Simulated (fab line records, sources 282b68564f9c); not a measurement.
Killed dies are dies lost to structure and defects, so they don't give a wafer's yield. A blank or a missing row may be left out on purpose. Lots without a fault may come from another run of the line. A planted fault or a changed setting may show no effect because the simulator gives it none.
One fault seen from 2 desks | flow rit_cmos | each desk has only its own numbers; what lay behind them comes last

THE METROLOGY DESK
What the gauges read, lot by lot, whatever tool the lot ran on: means of the sampled wafers that have a number. A lot is out of limits, marked OUT, if its mean lies more than 4 standard deviations from the usual mean; the brackets give that distance.
Columns: A = CONTACT_TEOS_THK at RIT_CONTACT_THK_MEAS_01, usual 391 nm
lot  | first seen here | A
L455 | day 3 12:59     | 394
L456 | day 3 18:19     | 394
L459 | day 4 05:32     | 389
L460 | day 4 09:32     | 390
L461 | day 4 12:19     | 387
L462 | day 4 16:23     | 395
L467 | day 6 07:49     | 391
L468 | day 6 13:34     | 442 (+11) OUT
L469 | day 6 13:57     | 389
L471 | day 7 00:23     | 447 (+12) OUT
L473 | day 7 08:17     | 391
L474 | day 7 13:02     | 389
L476 | day 7 20:14     | 391
L478 | day 8 03:53     | 391
This desk's finding: out of limits on L468, L471; first on L468, day 6 13:34 (CONTACT_TEOS_THK at RIT_CONTACT_THK_MEAS_01). In limits: L455, L456, L459, L460, L461, L462, L467, L469, L473, L474, L476, L478.

THE TOOL OWNER'S DESK: pecvd-03
The tool's own readings at RIT_CONTACT_CVD_00 (deposits SiO2 from TEOS, target thk 400 nm, time 59.75 s): means of the sampled wafers that have a number, for each lot that ran on this tool. A lot is out of limits, marked OUT, if its mean lies more than 4 standard deviations from the usual mean; the brackets give that distance.
Columns: A = heater_power_w at RIT_CONTACT_CVD_00, usual 340 W
lot  | first seen here | A
L456 | day 3 18:16     | 325
L459 | day 4 05:29     | 305
L462 | day 4 16:19     | 338
L468 | day 6 13:31     | 368
L471 | day 7 00:17     | 421
This desk's finding: nothing out of limits on any of the 5 lots.

PUT TOGETHER
The metrology desk could have raised an alarm at day 6 13:34, on L468, L471.
The tool owner's desk saw nothing out of limits.
The tool owner's desk has L468, L471 on record, within its limits.
Of the lots named, all ran RIT_CONTACT_CVD_00 on pecvd-03.

WHAT THE SIMULATOR HAD PUT IN
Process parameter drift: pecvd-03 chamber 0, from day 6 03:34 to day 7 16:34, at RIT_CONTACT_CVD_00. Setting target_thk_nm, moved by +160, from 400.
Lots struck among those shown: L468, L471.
Hours from the fault's start to each desk's first reading out of limits: the metrology desk, 10.
